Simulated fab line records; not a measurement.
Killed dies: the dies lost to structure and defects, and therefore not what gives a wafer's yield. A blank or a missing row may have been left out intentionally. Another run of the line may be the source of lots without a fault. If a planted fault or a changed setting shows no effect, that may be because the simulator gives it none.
fab line records    flow berkeley-cmos170
[record] lots = 14  wafers = 42  last-day = 12
route steps=331 shown CONTACT@217
lots with no fault: from the same line, run without faults
start-h: hours from the record's opening day to when the first of the lot's shown wafers began    wait-h: hours elapsed since this lot's preceding step    " as in the row above    L1.1+2: a single row standing in for several wafers    - no value present, or no start provided    * or withheld: withheld    < > ~ a bound
route shown NAME@n: names a module that has steps shown in the file, with the first one's number in the route    usual: mean/standard deviation of fault-free wafers    same: alike in all rows    chamber/n: place in a boat    sites: readings site by site    _std_site: standard deviation of those values    _edge_site: the outer-site mean with the inner-site mean subtracted    radius-mm: for every site, how far away it sits from the centre of the wafer    mask NAME#n: copy n    behind: the last tool/chamber to shape the wafer    hold: reason for holding the lot/hours on hold/outcome of the hold    device: which transistor (n, p or np) failed to switch    end of line: the route-end tests of the same wafers    a step given without rows: its recipe and nothing more    killed: not the wafer's yield, but the dies lost to structure and defects at the first sort    map: a wafer's dies, marking killed ones x, the rest . and places with no die _
set.NAME: setting as actually run; set.NAME@STEP: the setting as run at that earlier step    model.NAME: the simulator's own value behind a step, which no gauge read
steps of the route over a sample of lots; a table a step, a row a wafer
services: a tool's chamber out of use, with start hour (start-h, from the record's first day; less than 0 if before it), hours out, and reason
[[steps]]
[step UCB170_CONTACT_CVD_01]
[recipe] material = PSG  target-thk-nm = 700  temp-c = 450  precursor = SiH4/O2/PH3  time-s = 2820  pressure-mtorr = 300  sih4-flow-sccm = 60  o2-flow-sccm = 90  ph3-flow-sccm = 25
[usual] sih4-flow-sccm = 60.02/0.19
[same] time-s = 2820
lot.wafer  tool      chamber  start-h  wait-h  sih4-flow-sccm
L599.1     lpcvd-01  0        188.54   0.1     59.73
L599.3     "         0        "        "       60.00
L599.6     "         0        "        "       59.90
L598.2     lpcvd-02  1        188.85   0.0     59.94
L598.3     "         1        "        "       60.02
L598.5     "         1        "        "       59.77
L603.1     lpcvd-01  0        190.33   0.2     60.04
L603.2     "         0        "        "       60.10
L603.3     "         0        "        "       60.06
L597.2     lpcvd-02  0        190.63   0.1     59.94
L597.3     "         0        "        "       60.21
L597.6     "         0        "        "       59.97
L600.1     lpcvd-01  1        192.11   1.0     60.30
L600.3     "         1        "        "       60.19
L600.4     "         1        "        "       60.41
L601.1     lpcvd-01  1        192.11   1.0     59.87
L601.5     "         1        "        "       59.84
L601.6     "         1        "        "       60.09
L602.3     lpcvd-01  1        192.11   0.5     59.87
L602.5     "         1        "        "       60.15
L602.6     "         1        "        "       59.99
L604.1     lpcvd-02  1        203.23   0.0     59.94
L604.2     "         1        "        "       60.01
L604.4     "         1        "        "       60.01
L605.1     lpcvd-02  0        208.97   0.0     60.09
L605.2     "         0        "        "       60.11
L605.4     "         0        "        "       60.02
L607.1     lpcvd-01  1        209.25   0.0     60.04
L607.3     "         1        "        "       60.17
L607.4     "         1        "        "       60.23
L610.1     lpcvd-01  1        225.96   1.4     59.61
L610.3     "         1        "        "       59.45
L610.6     "         1        "        "       59.81
L612.2     lpcvd-01  1        254.48   0.0     60.30
L612.3     "         1        "        "       60.07
L612.4     "         1        "        "       59.97
L614.1     lpcvd-02  1        254.93   0.0     59.73
L614.2     "         1        "        "       59.97
L614.6     "         1        "        "       59.97
L613.2     lpcvd-01  0        256.26   0.9     60.06
L613.3     "         0        "        "       60.11
L613.6     "         0        "        "       60.19
[step UCB170_CONTACT_THK_MEAS_02]
[recipe] reads = PSG_of_CONTACT_CVD_01
[usual] CONTACT_PSG_THK = 705/5.9
lot.wafer  tool           chamber  start-h  wait-h  CONTACT_PSG_THK[nm]
L599.1     film-metro-03  -        190.33   0.0     700
L599.3     "              -        "        "       704
L599.6     "              -        "        "       700
L598.2     film-metro-02  -        190.64   0.0     716
L598.3     "              -        "        "       707
L598.5     "              -        "        "       711
L603.1     film-metro-03  -        192.11   0.0     699
L603.2     "              -        "        "       704
L603.3     "              -        "        "       707
L597.2     film-metro-03  -        192.42   0.0     691
L597.3     "              -        "        "       699
L597.6     "              -        "        "       700
L601.1     film-metro-04  -        193.89   0.0     705
L601.5     "              -        "        "       701
L601.6     "              -        "        "       698
L602.3     film-metro-03  -        193.91   0.0     700
L602.5     "              -        "        "       702
L602.6     "              -        "        "       703
L600.1     film-metro-02  -        193.95   0.1     698
L600.3     "              -        "        "       709
L600.4     "              -        "        "       705
L604.1     film-metro-04  -        205.04   0.0     699
L604.2     "              -        "        "       698
L604.4     "              -        "        "       698
L605.1     film-metro-04  -        210.76   0.0     704
L605.2     "              -        "        "       705
L605.4     "              -        "        "       702
L607.1     film-metro-03  -        211.92   0.0     616
L607.3     "              -        "        "       617
L607.4     "              -        "        "       617
L610.1     film-metro-02  -        227.74   0.0     605
L610.3     "              -        "        "       607
L610.6     "              -        "        "       605
L612.2     film-metro-03  -        256.27   0.0     610
L612.3     "              -        "        "       613
L612.4     "              -        "        "       610
L614.1     film-metro-04  -        257.60   0.0     708
L614.2     "              -        "        "       707
L614.6     "              -        "        "       702
L613.2     film-metro-04  -        258.11   0.1     606
L613.3     "              -        "        "       613
L613.6     "              -        "        "       612
[step UCB170_CONTACT_ETCH_18]
[recipe] chemistry = CHF3/CF4/Ar  target = PSG  stop-on = TiSi2  CHF3_flow_sccm = 45  cf4-flow-sccm = 15  Ar_flow_sccm = 150  pressure-mtorr = 200  rf-w = 700  target-depth-a = 8400  over-etch-frac = 0.2  time-s = 195
[usual] cf4-flow-sccm = 15.00/0.045  drypump-motor-current-A = 5.8/0.42  oes-product-au = 0.901/0.014  throttle-valve-pct = 6.94/0.11
[same] over-etch-frac = 0.2  time-s = 195
lot.wafer  tool         chamber  start-h  wait-h  cf4-flow-sccm  drypump-motor-current-A  oes-product-au  rf-hours-counter-h  throttle-valve-pct
L599.1     rie-diel-01  3        -        -       15.05          5.4                      0.916           78                  7.10
L599.3     "            1        "        "       14.98          6.0                      0.896           104                 6.93
L599.6     "            3        "        "       15.02          5.4                      0.911           -                   7.11
L598.2     rie-diel-03  3        -        -       15.04          5.8                      0.919           56                  6.93
L598.3     "            1        "        "       14.99          6.6                      0.893           110                 6.76
L598.5     "            2        "        "       15.04          5.5                      0.902           -                   7.13
L603.1     rie-diel-02  1        -        -       15.00          6.6                      0.891           7                   6.87
L603.2     "            0        "        "       15.05          5.9                      0.904           31                  6.91
L603.3     "            2        "        "       14.91          5.3                      0.893           3                   6.79
L597.2     rie-diel-01  0        -        -       14.96          5.8                      0.885           134                 6.85
L597.3     "            3        "        "       15.07          5.4                      0.917           78                  7.10
L597.6     "            3        "        "       15.08          5.4                      0.908           -                   7.09
L601.1     rie-diel-02  0        -        -       15.00          5.9                      0.904           31                  6.90
L601.5     "            0        "        "       14.97          5.9                      0.904           -                   6.92
L601.6     "            3        "        "       15.05          5.7                      0.919           -                   6.99
L602.3     rie-diel-03  2        -        -       14.96          5.5                      0.884           5                   7.12
L602.5     "            3        "        "       14.97          5.8                      0.909           -                   6.90
L602.6     "            2        "        "       15.03          5.5                      0.884           -                   7.14
L600.1     rie-diel-02  2        -        -       15.00          5.3                      0.880           3                   6.80
L600.3     "            3        "        "       14.95          5.7                      0.927           108                 6.98
L600.4     "            0        "        "       15.01          5.9                      0.897           31                  6.92
L604.1     rie-diel-03  1        -        -       15.02          6.6                      0.887           111                 6.77
L604.2     "            3        "        "       14.92          5.8                      0.896           57                  6.91
L604.4     "            0        "        "       14.99          6.0                      0.888           109                 6.98
L605.1     rie-diel-01  2        -        -       15.02          5.0                      0.901           0                   7.03
L605.2     "            0        "        "       14.97          5.8                      0.893           135                 6.83
L605.4     "            3        "        "       15.02          5.4                      0.905           79                  7.11
L607.1     rie-diel-02  0        -        -       15.00          5.9                      0.834           33                  6.92
L607.3     "            2        "        "       15.00          5.3                      0.821           4                   6.79
L607.4     "            1        "        "       14.95          6.5                      0.838           8                   6.85
L610.1     rie-diel-01  2        -        -       15.05          5.0                      0.827           1                   7.04
L610.3     "            0        "        "       14.97          5.8                      0.831           136                 6.84
L610.6     "            3        "        "       15.10          5.4                      0.835           -                   7.10
L612.2     rie-diel-03  2        -        -       14.92          5.5                      0.818           8                   7.12
L612.3     "            0        "        "       14.95          5.9                      0.830           111                 6.98
L612.4     "            3        "        "       15.06          5.8                      0.840           60                  6.91
L614.1     rie-diel-01  2        -        -       15.10          5.0                      0.908           2                   7.04
L614.2     "            3        "        "       14.98          5.4                      0.917           81                  7.08
L614.6     "            1        "        "       15.00          6.0                      0.881           -                   6.94
L613.2     rie-diel-03  2        -        -       14.94          5.5                      0.816           8                   7.10
L613.3     "            0        "        "       15.00          5.9                      0.827           111                 6.98
L613.6     "            0        "        "       14.96          5.9                      0.830           -                   6.98
[[services]]
tool         chamber  start-h  hours  kind
rie-diel-01  0        179.79   2.9    repair
rie-diel-03  0        184.55   12.1   repair
rie-diel-01  2        186.81   -      clean
rie-diel-01  2        186.81   22.7   scheduled-down
rie-diel-01  2        186.81   22.7   vent-cycle
rie-diel-01  3        187.65   1.7    repair
rie-diel-03  3        210.11   1.7    repair
rie-diel-02  0        248.41   6.2    repair
rie-diel-01  -        256.37   2.8    pm
rie-diel-01  0        259.12   -      clean
rie-diel-01  0        259.12   16.1   scheduled-down
rie-diel-01  0        259.12   16.1   vent-cycle
[[key]]
[first-sign] step = UCB170_CONTACT_THK_MEAS_02  reading = CONTACT_PSG_THK  direction = down  sigmas = 16  usual = 705  struck = 611
[effect] step = UCB170_CONTACT_ETCH_18  reading = oes-product-au  direction = down  sigmas = 5  usual = 0.901  struck = 0.829
met-at UCB170_CONTACT_CVD_01
struck-lots L607,L610,L612,L613
tester-left-out L607,L610,L612,L613
onset-between 192.11 209.25
[fault] kind = site-profile-drift  tool = lpcvd-01  chamber = -  onset-h = 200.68  steps = UCB170_CONTACT_CVD_01  basis = fraction  max-abs-drift = 0.30428  slope-share-per-hr = 67.618  site-pattern = 0,0,0,0,0,-1,-1,-1,-1
// tester-left-out: of these lots the tester's yield and bins aren't shown, on N5 and GAA mostly nor the transistor test; their killed dies are dies lost to structure and defects alone, not to doping, threshold or leakage, so they don't give the yield
